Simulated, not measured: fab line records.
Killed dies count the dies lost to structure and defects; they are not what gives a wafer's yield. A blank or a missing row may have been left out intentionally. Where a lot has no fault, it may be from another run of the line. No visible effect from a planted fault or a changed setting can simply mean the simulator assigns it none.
What tool caused it? :: flow berkeleyCmos170 :: 14 lots with 42 wafers sampled at 4 steps, on a route of 331 steps

WHAT THE GAUGES SHOWED, per wafer
UCB170_NSD_OVL_MEAS_07.
lot: L561
measured: day 7 08:22
on: overlay-01
NSD_OVL (nm): 4 -9 -8

lot: L562
measured: day 7 08:05
on: overlay-01
NSD_OVL (nm): 5 -3 2

lot: L559
measured: day 7 08:29
on: overlay-02
NSD_OVL (nm): 6 5 1

lot: L566
measured: day 8 09:34
on: overlay-01
NSD_OVL (nm): 3 1 -3

lot: L570
measured: day 9 09:46
on: overlay-01
NSD_OVL (nm): 0 4 0

lot: L571
measured: day 9 10:02
on: overlay-02
NSD_OVL (nm): -1 -4 -5

lot: L573
measured: day 10 04:52
on: overlay-02
NSD_OVL (nm): 0 7 4

lot: L574
measured: day 10 05:46
on: overlay-01
NSD_OVL (nm): 2 7 8

lot: L575
measured: day 10 14:33
on: overlay-01
NSD_OVL (nm): -4 5 5

lot: L580
measured: day 11 06:32
on: overlay-01
NSD_OVL (nm): -1 5 -1

lot: L579
measured: day 11 06:21
on: overlay-01
NSD_OVL (nm): -4 6 -6

lot: L578
measured: day 11 06:28
on: overlay-02
NSD_OVL (nm): 3 8 5

lot: L581
measured: day 11 17:04
on: overlay-02
NSD_OVL (nm): 10 6 0

lot: L582
measured: day 11 17:25
on: overlay-01
NSD_OVL (nm): 4 -3 2

UCB170_SDANNEAL_RS_MEAS_03: a four-point-probe measurement.
lot: L561
measured: day 7 11:36
on: filmMetro-04
NSD_RS (ohm/sq): 37.24 37.16 37.24

lot: L562
measured: day 7 09:46
on: filmMetro-02
NSD_RS (ohm/sq): 37.31 37.25 37.22

lot: L559
measured: day 7 11:26
on: filmMetro-02
NSD_RS (ohm/sq): 37.27 37.27 37.27

lot: L566
measured: day 8 11:17
on: filmMetro-02
NSD_RS (ohm/sq): 37.38 37.40 37.22

lot: L570
measured: day 9 11:20
on: filmMetro-02
NSD_RS (ohm/sq): 37.27 37.27 37.23

lot: L571
measured: day 9 11:49
on: filmMetro-04
NSD_RS (ohm/sq): 37.12 37.13 37.11

lot: L573
measured: day 10 06:43
on: filmMetro-04
NSD_RS (ohm/sq): 37.22 37.30 37.31

lot: L574
measured: day 10 07:15
on: filmMetro-01
NSD_RS (ohm/sq): 37.23 37.21 37.21

lot: L575
measured: day 10 16:15
on: filmMetro-01
NSD_RS (ohm/sq): 37.19 37.21 37.23

lot: L580
measured: day 11 08:30
on: filmMetro-01
NSD_RS (ohm/sq): 37.29 37.27 37.24

lot: L579
measured: day 11 08:09
on: filmMetro-02
NSD_RS (ohm/sq): 37.19 37.30 37.28

lot: L578
measured: day 11 08:31
on: filmMetro-04
NSD_RS (ohm/sq): 37.20 37.27 37.25

lot: L581
measured: day 11 18:55
on: filmMetro-04
NSD_RS (ohm/sq): 37.33 37.32 37.33

lot: L582
measured: day 11 19:14
on: filmMetro-01
NSD_RS (ohm/sq): 37.33 37.46 37.28

WHAT TOOL EACH LOT RAN ON (gives the tool, then ch and the chambers of the sampled wafers, and finally the start)
lot: L561
UCB170_PSD_DEVELOP_05: lithoTrack-02 ch 0, day 7 04:00
UCB170_SDANNEAL_RTA_01: rtpAnneal-01 ch 0, day 7 11:22

lot: L562
UCB170_PSD_DEVELOP_05: lithoTrack-03 ch 0, day 7 04:00
UCB170_SDANNEAL_RTA_01: rtpAnneal-02 ch 0, day 7 09:31

lot: L559
UCB170_PSD_DEVELOP_05: lithoTrack-01 ch 0, day 7 04:00
UCB170_SDANNEAL_RTA_01: rtpAnneal-01 ch 0, day 7 11:14

lot: L566
UCB170_PSD_DEVELOP_05: lithoTrack-03 ch 0, day 8 07:00
UCB170_SDANNEAL_RTA_01: rtpAnneal-01 ch 0, day 8 11:07

lot: L570
UCB170_PSD_DEVELOP_05: lithoTrack-03 ch 0, day 9 07:00
UCB170_SDANNEAL_RTA_01: rtpAnneal-02 ch 0, day 9 11:10

lot: L571
UCB170_PSD_DEVELOP_05: lithoTrack-02 ch 0, day 9 08:00
UCB170_SDANNEAL_RTA_01: rtpAnneal-01 ch 0, day 9 11:38

lot: L573
UCB170_PSD_DEVELOP_05: lithoTrack-01 ch 0, day 10 01:00
UCB170_SDANNEAL_RTA_01: rtpAnneal-01 ch 0, day 10 06:32

lot: L574
UCB170_PSD_DEVELOP_05: lithoTrack-01 ch 0, day 10 02:00
UCB170_SDANNEAL_RTA_01: rtpAnneal-02 ch 0, day 10 07:04

lot: L575
UCB170_PSD_DEVELOP_05: lithoTrack-02 ch 0, day 10 11:00
UCB170_SDANNEAL_RTA_01: rtpAnneal-02 ch 0, day 10 16:04

lot: L580
UCB170_PSD_DEVELOP_05: lithoTrack-02 ch 0, day 11 01:00
UCB170_SDANNEAL_RTA_01: rtpAnneal-01 ch 0, day 11 08:19

lot: L579
UCB170_PSD_DEVELOP_05: lithoTrack-01 ch 0, day 11 01:00
UCB170_SDANNEAL_RTA_01: rtpAnneal-01 ch 0, day 11 07:58

lot: L578
UCB170_PSD_DEVELOP_05: lithoTrack-02 ch 0, day 11 01:00
UCB170_SDANNEAL_RTA_01: rtpAnneal-02 ch 0, day 11 08:19

lot: L581
UCB170_PSD_DEVELOP_05: lithoTrack-01 ch 0, day 11 13:00
UCB170_SDANNEAL_RTA_01: rtpAnneal-01 ch 0, day 11 18:44

lot: L582
UCB170_PSD_DEVELOP_05: lithoTrack-01 ch 0, day 11 14:00
UCB170_SDANNEAL_RTA_01: rtpAnneal-02 ch 0, day 11 19:03
- UCB170_PSD_DEVELOP_05: develop time 45 s.
- UCB170_SDANNEAL_RTA_01: time 5 s.

WHAT THE TOOLS THEMSELVES READ (means of the sampled wafers that have a number; where no wafer has one, the mark that the record gives instead)
UCB170_PSD_DEVELOP_05.
lot: L561
tool: lithoTrack-02
developerTempC (C): 21.00
exhaustPa (Pa): 45.2
resistLineTempC (C): 23.10

lot: L562
tool: lithoTrack-03
developerTempC (C): 21.06
exhaustPa (Pa): 46.4
resistLineTempC (C): 22.85

lot: L559
tool: lithoTrack-01
developerTempC (C): 21.02
exhaustPa (Pa): 44.5
resistLineTempC (C): 22.92

lot: L566
tool: lithoTrack-03
developerTempC (C): 18.90
exhaustPa (Pa): 45.7
resistLineTempC (C): 22.95

lot: L570
tool: lithoTrack-03
developerTempC (C): 18.90
exhaustPa (Pa): 44.4
resistLineTempC (C): 23.06

lot: L571
tool: lithoTrack-02
developerTempC (C): 21.05
exhaustPa (Pa): 45.9
resistLineTempC (C): 22.82

lot: L573
tool: lithoTrack-01
developerTempC (C): 21.07
exhaustPa (Pa): 45.6
resistLineTempC (C): 23.01

lot: L574
tool: lithoTrack-01
developerTempC (C): 20.87
exhaustPa (Pa): 46.2
resistLineTempC (C): 22.99

lot: L575
tool: lithoTrack-02
developerTempC (C): 21.12
exhaustPa (Pa): 44.6
resistLineTempC (C): 22.93

lot: L580
tool: lithoTrack-02
developerTempC (C): 20.99
exhaustPa (Pa): 45.0
resistLineTempC (C): 23.05

lot: L579
tool: lithoTrack-01
developerTempC (C): 21.09
exhaustPa (Pa): 45.3
resistLineTempC (C): 22.98

lot: L578
tool: lithoTrack-02
developerTempC (C): 20.89
exhaustPa (Pa): 45.9
resistLineTempC (C): 23.04

lot: L581
tool: lithoTrack-01
developerTempC (C): 21.04
exhaustPa (Pa): 44.8
resistLineTempC (C): 23.00

lot: L582
tool: lithoTrack-01
developerTempC (C): 20.94
exhaustPa (Pa): 45.9
resistLineTempC (C): 22.86

UCB170_SDANNEAL_RTA_01.
lot: L561
tool: rtpAnneal-01
lampPowerPct (%): 40
wafer_temp_C_max: 1052.8

lot: L562
tool: rtpAnneal-02
lampPowerPct (%): 31
wafer_temp_C_max: 1054.4

lot: L559
tool: rtpAnneal-01
lampPowerPct (%): 40
wafer_temp_C_max: 1053.3

lot: L566
tool: rtpAnneal-01
lampPowerPct (%): 40
wafer_temp_C_max: 1053.6

lot: L570
tool: rtpAnneal-02
lampPowerPct (%): 31
wafer_temp_C_max: 1054.8

lot: L571
tool: rtpAnneal-01
lampPowerPct (%): 40
wafer_temp_C_max: 1054.1

lot: L573
tool: rtpAnneal-01
lampPowerPct (%): 40
wafer_temp_C_max: 1054.5

lot: L574
tool: rtpAnneal-02
lampPowerPct (%): 31
wafer_temp_C_max: 1053.8

lot: L575
tool: rtpAnneal-02
lampPowerPct (%): 31
wafer_temp_C_max: 1054.5

lot: L580
tool: rtpAnneal-01
lampPowerPct (%): 40
wafer_temp_C_max: 1053.3

lot: L579
tool: rtpAnneal-01
lampPowerPct (%): 40
wafer_temp_C_max: 1053.4

lot: L578
tool: rtpAnneal-02
lampPowerPct (%): 31
wafer_temp_C_max: 1056.1

lot: L581
tool: rtpAnneal-01
lampPowerPct (%): 40
wafer_temp_C_max: 1054.6

lot: L582
tool: rtpAnneal-02
lampPowerPct (%): 31
wafer_temp_C_max: 1053.9

THE ANSWER, worked out from the rows above alone
Rule: the usual values come from the lots themselves. The widest of any qualifying gaps counts: lots, ordered by their means at a reading, are off when they make up no more than a third of the lots, leave a main group of 4 or more, and stand apart from it by 3 or more times the standard deviation of that group's means. A main group is skipped when, at the precision printed for the reading in the tables above, its means are all equal. Also off: a lot with no number at a reading for which 4 or more lots have one. Any other lot the step has rows for is counted as sound. After the gauges, taken in route order, come the tools' own readings; for these a lot's mean is taken, as printed above. The first step at which some lot is off is used, and at that step the reading that is off furthest; a lot without a number counts as furthest.
Off: L566, L570, at UCB170_PSD_DEVELOP_05 (developerTempC). The main group has a mean of 21.01 C with a standard deviation of 0.074.
A tool fits if, at that step or a process step before it, it ran every lot that is off, and no sound lot after the first of them. One candidate fits, namely lithoTrack-03 at UCB170_PSD_DEVELOP_05. A fault onset in the window from L562 (day 7 04:00, its last sound lot) to L566 (day 8 07:00, its first lot off) fits.
On the lots that are off, the tool's own readings at UCB170_PSD_DEVELOP_05 differ by more than 5 times the standard deviation of the sound lots' means, which bears it out; developerTempC reads 18.90 C there versus 21.01 C on the sound lots.

WHAT THE SIMULATOR PUT IN
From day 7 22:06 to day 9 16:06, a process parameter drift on lithoTrack-03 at UCB170_PSD_DEVELOP_05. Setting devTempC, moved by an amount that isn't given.
Shown lots that were struck: L566, L570. The rule above reached the same finding.
